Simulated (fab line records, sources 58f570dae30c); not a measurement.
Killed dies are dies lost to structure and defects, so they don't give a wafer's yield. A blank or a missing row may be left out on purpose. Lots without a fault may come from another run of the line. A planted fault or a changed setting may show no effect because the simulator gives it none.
fab line records | flow berkeley_cmos170
record lots=14 wafers=42 last_day=12
route steps=331 shown NSD@194 SILICIDE@213 CONTACT@228
lots that met no fault: from a run of the same line without faults
start_h: hours from the record's first day to the start of the lot's first wafer shown | wait_h: hours since the lot's step before | " the same as in the row above | L1.1+2: a row that stands for several wafers | - no value, or no start given | * or withheld: withheld | < > ~ a bound
route shown NAME@n: a module of which the file shows steps, and the number in the route of the first | usual: mean/standard deviation of fault-free wafers | same: alike in all rows | chamber/n: place in a boat | sites: the reading at each site | _std_site: their standard deviation | _edge_site: outer sites' mean less inner sites' | radius_mm: how far each site lies from the wafer's centre | mask NAME#n: copy n | behind: the tool/chamber that last shaped the wafer | hold: why the lot was held/for how many hours/how that ended | device: the transistor (n, p or np) that didn't switch | end of line: the same wafers' tests at the end of the route | a step without rows: its recipe alone | killed: dies lost to structure and defects at the first sort, not the wafer's yield | map: a wafer's dies, x killed, . not, _ none there
set.NAME: the setting as run; set.NAME@STEP: as run at that earlier step | model.NAME: the simulator's own value behind a step, which no gauge read
steps of the route over a sample of lots; a table a step, a row a wafer
services: from which hour (start_h, from the record's first day; less than 0 if before it) a tool's chamber was out of use, for how many hours, and why
## steps
# step UCB170_NSD_OVL_MEAS_07
# usual NSD_OVL=-2/4.8
# columns lot.wafer tool chamber start_h wait_h NSD_OVL[nm]
L442.1 overlay-01 - 147.03 0.1 -1
L442.2 " - " " 1
L442.6 " - " " -2
L444.2 overlay-02 - 159.24 0.1 1
L444.3 " - " " -3
L444.4 " - " " 0
L453.2 overlay-02 - 200.89 0.1 -3
L453.4 " - " " 0
L453.5 " - " " -2
L452.4 overlay-01 - 201.23 0.1 10
L452.5 " - " " 4
L452.6 " - " " 9
L451.2 overlay-02 - 201.50 0.1 4
L451.4 " - " " -3
L451.5 " - " " 1
L456.1 overlay-02 - 220.04 0.1 6
L456.3 " - " " 13
L456.5 " - " " 4
L457.2 overlay-02 - 220.28 0.1 1
L457.5 " - " " 3
L457.6 " - " " -3
L455.1 overlay-02 - 220.51 0.1 -2
L455.4 " - " " 3
L455.5 " - " " 4
L458.1 overlay-01 - 224.73 0.1 0
L458.3 " - " " 3
L458.4 " - " " -3
L460.1 overlay-02 - 224.90 0.1 -4
L460.2 " - " " -4
L460.4 " - " " -2
L461.4 overlay-02 - 247.45 0.1 -10
L461.5 " - " " -9
L461.6 " - " " -8
L463.1 overlay-01 - 254.99 0.1 -7
L463.4 " - " " -6
L463.6 " - " " -1
L462.2 overlay-02 - 255.36 0.1 5
L462.4 " - " " 2
L462.5 " - " " -3
L464.2 overlay-01 - 264.07 0.1 -4
L464.4 " - " " -3
L464.5 " - " " -6
# step UCB170_SILICIDE_THK_MEAS_03
# recipe thk_meas_gauge=xrf reads=Ti_of_SILICIDE_SPUTTER_01
# usual SILICIDE_TI_THK=30.0/0.32
# columns lot.wafer tool chamber start_h wait_h SILICIDE_TI_THK[nm]
L442.1 film_metro-01 - 149.29 0.1 30.0
L442.2 " - " " 29.6
L442.6 " - " " 29.9
L444.2 film_metro-03 - 161.64 0.1 30.1
L444.3 " - " " 30.3
L444.4 " - " " 30.0
L453.2 film_metro-04 - 203.40 0.1 29.8
L453.4 " - " " 30.1
L453.5 " - " " 29.8
L452.4 film_metro-03 - 203.67 0.1 30.3
L452.5 " - " " 30.1
L452.6 " - " " 29.9
L451.2 film_metro-03 - 204.30 0.1 30.2
L451.4 " - " " 29.9
L451.5 " - " " 30.2
L456.1 film_metro-01 - 222.19 0.1 30.4
L456.3 " - " " 29.6
L456.5 " - " " 29.8
L457.2 film_metro-03 - 222.86 0.1 29.9
L457.5 " - " " 29.5
L457.6 " - " " 29.6
L455.1 film_metro-01 - 223.23 0.1 30.1
L455.4 " - " " 30.1
L455.5 " - " " 30.2
L458.1 film_metro-03 - 227.04 0.1 29.9
L458.3 " - " " 30.0
L458.4 " - " " 30.4
L460.1 film_metro-03 - 227.42 0.1 30.1
L460.2 " - " " 30.3
L460.4 " - " " 30.2
L461.4 film_metro-01 - 249.94 0.1 29.7
L461.5 " - " " 29.7
L461.6 " - " " 29.5
L463.1 film_metro-04 - 257.13 0.1 29.7
L463.4 " - " " 30.2
L463.6 " - " " 29.9
L462.2 film_metro-03 - 257.51 0.1 30.1
L462.4 " - " " 29.6
L462.5 " - " " 29.9
L464.2 film_metro-03 - 266.21 0.1 30.4
L464.4 " - " " 30.7
L464.5 " - " " 30.2
# step UCB170_CONTACT_EXPOSE_12
# recipe mask_id=CONT target_cd_nm=700 na=0.5 sigma_outer=0.6 source_shape=conventional dose_mj=35
# usual exposure_dose_mJ_cm2=35.00/0.036 focus_offset_nm=-0.1/0.52
# columns lot.wafer tool chamber start_h wait_h mask exposure_dose_mJ_cm2 focus_offset_nm
L442.1 krf_scanner-01 0 154.57 - CONT#0 34.99 -0.5
L442.2 " 0 " " CONT#0 35.01 -0.6
L442.6 " 0 " " CONT#0 35.00 -0.8
L444.2 krf_scanner-01 0 168.43 - CONT#0 34.98 1.0
L444.3 " 0 " " CONT#0 34.99 0.6
L444.4 " 0 " " CONT#0 35.00 -0.7
L453.2 krf_scanner-01 0 206.94 - CONT#0 35.00 0.6
L453.4 " 0 " " CONT#0 35.01 0.8
L453.5 " 0 " " CONT#0 35.03 0.8
L451.2 krf_scanner-02 - 209.95 - CONT#0 - -
L451.4 " - " " CONT#0 - -
L451.5 " - " " CONT#0 - -
L452.4 krf_scanner-01 - 210.23 - CONT#0 - -
L452.5 " - " " CONT#0 - -
L452.6 " - " " CONT#0 - -
L456.1 krf_scanner-01 0 226.26 - CONT#0 34.93 0.8
L456.3 " 0 " " CONT#0 34.97 0.7
L456.5 " 0 " " CONT#0 35.00 0.7
L457.2 krf_scanner-02 0 227.62 - CONT#0 34.98 0.1
L457.5 " 0 " " CONT#0 35.02 0.7
L457.6 " 0 " " CONT#0 34.97 -0.5
L455.1 krf_scanner-01 0 227.98 - CONT#0 34.99 -0.5
L455.4 " 0 " " CONT#0 34.96 -0.3
L455.5 " 0 " " CONT#0 34.96 -0.6
L458.1 krf_scanner-02 0 230.65 - CONT#0 34.93 0.1
L458.3 " 0 " " CONT#0 34.99 -0.3
L458.4 " 0 " " CONT#0 34.94 0.1
L460.1 krf_scanner-01 0 232.33 - CONT#0 34.99 -1.1
L460.2 " 0 " " CONT#0 34.96 -1.1
L460.4 " 0 " " CONT#0 34.99 0.0
L461.4 krf_scanner-01 0 253.42 - CONT#0 34.98 0.2
L461.5 " 0 " " CONT#0 35.10 -0.4
L461.6 " 0 " " CONT#0 35.01 0.1
L463.1 krf_scanner-01 0 260.57 - CONT#0 34.95 -0.3
L463.4 " 0 " " CONT#0 35.04 -0.5
L463.6 " 0 " " CONT#0 35.01 -1.1
L462.2 krf_scanner-02 0 262.77 - CONT#0 34.96 -0.7
L462.4 " 0 " " CONT#0 35.00 -0.2
L462.5 " 0 " " CONT#0 34.97 -0.2
L464.2 krf_scanner-01 0 272.83 - CONT#0 34.98 0.9
L464.4 " 0 " " CONT#0 34.98 0.4
L464.5 " 0 " " CONT#0 35.01 -0.1
# step UCB170_CONTACT_ETCH_17
# recipe chemistry=N2/H2 target_depth_a=withheld overetch_a=withheld target=BARC time_s=withheld source_w=500 bias_w=100 pressure_mtorr=30 n2_flow_sccm=100 h2_flow_sccm=200
# usual drypump_motor_current_A=5.47/0.28 oes_product_au=1.000/0.017 throttle_valve_pct=13.37/0.19
# columns lot.wafer tool chamber start_h wait_h drypump_motor_current_A oes_product_au throttle_valve_pct
L442.1 rie_diel-01 3 155.12 0.0 5.55 0.991 13.53
L442.2 " 2 " " 5.77 0.999 13.19
L442.6 " 2 " " 5.77 1.007 13.19
L444.2 rie_diel-03 2 169.30 0.0 5.93 1.042 13.53
L444.3 " 3 " " 5.34 0.993 13.44
L444.4 " 0 " " 5.83 0.986 13.03
L453.2 rie_diel-01 2 207.46 0.0 5.77 1.016 13.20
L453.4 " 0 " " 4.92 0.978 13.08
L453.5 " 1 " " 5.24 1.014 13.41
L451.2 rie_diel-04 2 210.48 0.0 5.61 0.981 13.21
L451.4 " 2 " " 5.61 0.976 13.19
L451.5 " 1 " " 5.58 1.007 13.56
L452.4 rie_diel-01 1 210.75 0.0 5.26 1.018 13.40
L452.5 " 3 " " 5.55 1.015 13.53
L452.6 " 0 " " 4.92 0.996 13.08
L456.1 rie_diel-04 0 227.14 0.0 5.39 1.007 13.41
L456.3 " 1 " " 5.57 1.004 13.55
L456.5 " 2 " " 5.63 0.969 13.21
L457.2 rie_diel-03 2 228.14 0.0 5.90 1.029 13.52
L457.5 " 0 " " 5.83 0.990 13.04
L457.6 " 1 " " 5.34 0.996 13.62
L455.1 rie_diel-04 1 228.52 0.0 5.56 1.012 13.58
L455.4 " 1 " " 5.56 1.010 13.57
L455.5 " 2 " " 5.61 0.970 13.20
L458.1 rie_diel-03 2 231.20 0.0 5.91 1.038 13.52
L458.3 " 0 " " 5.85 0.983 13.02
L458.4 " 3 " " 5.33 0.996 13.45
L460.1 rie_diel-01 3 233.07 0.0 5.54 1.005 13.52
L460.2 " 1 " " 5.25 1.007 13.40
L460.4 " 2 " " 5.73 1.018 13.21
L461.4 rie_diel-04 3 253.93 0.0 5.07 0.984 13.43
L461.5 " 2 " " 5.61 0.979 13.21
L461.6 " 1 " " 5.57 1.018 13.58
L463.1 rie_diel-01 3 261.11 0.0 5.52 1.003 13.52
L463.4 " 2 " " 5.77 1.004 13.19
L463.6 " 3 " " 5.53 0.992 13.51
L462.2 rie_diel-03 2 263.44 0.0 5.90 1.038 13.52
L462.4 " 1 " " 5.37 0.996 13.62
L462.5 " 2 " " 5.88 1.036 13.52
L464.2 rie_diel-03 0 273.67 0.0 5.83 1.023 13.01
L464.4 " 1 " " 5.34 0.975 13.62
L464.5 " 0 " " 5.81 1.030 13.03
## services
# columns tool chamber start_h hours kind
krf_scanner-01 - 140.99 1.3 repair
rie_diel-03 0 153.65 5.4 repair
krf_scanner-01 - 158.84 1.0 pm
krf_scanner-02 - 168.06 1.3 pm
rie_diel-01 0 175.24 6.2 repair
krf_scanner-02 - 194.06 0.8 pm
rie_diel-04 3 198.17 42.6 repair
krf_scanner-02 - 203.54 4.4 pm
krf_scanner-01 - 208.67 1.3 pm
krf_scanner-01 - 220.96 4.4 pm
rie_diel-03 - 221.34 0.3 repair
rie_diel-03 3 231.53 5.3 repair
krf_scanner-02 - 231.99 1.0 pm
rie_diel-03 0 241.29 - clean
rie_diel-03 0 241.29 25.9 scheduled_down
rie_diel-03 0 241.29 25.9 vent_cycle
rie_diel-01 1 246.04 6.4 repair
rie_diel-03 - 249.81 0.5 repair
rie_diel-03 2 267.17 - clean
rie_diel-03 2 267.17 18.7 scheduled_down
rie_diel-03 2 267.17 18.7 vent_cycle
## key
first_sign step=UCB170_CONTACT_EXPOSE_12 reading=tool_record direction=missing
effect none on later readings
met_at UCB170_CONTACT_EXPOSE_12
struck_lots L451,L452
later_rows_left_out L451.2,L451.4,L451.5,L452.4,L452.5,L452.6
sort_left_out L451.2,L451.4,L451.5,L452.4,L452.5,L452.6
tester_left_out L451,L452
not_acting_at UCB170_NSD_OVL_MEAS_07,UCB170_SILICIDE_THK_MEAS_03,UCB170_CONTACT_ETCH_17
onset_between 168.43 209.95
fault kind=skipped_step_whole tool=krf_scanner-01,krf_scanner-02 chamber=- onset_h=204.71 steps=UCB170_CONTACT_EXPOSE_12 scope=struck_lots_only
# tester_left_out: of these lots the tester's yield and bins aren't shown, on N5 and GAA mostly nor the transistor test; their killed dies are dies lost to structure and defects alone, not to doping, threshold or leakage, so they don't give the yield
# sort_left_out: the simulated sort isn't trusted on such a fault, so these wafers' sort isn't shown, and their yield isn't known
# later_rows_left_out: the simulator's readings of these wafers behind a module that went badly wrong aren't trusted and aren't shown, but for the sort
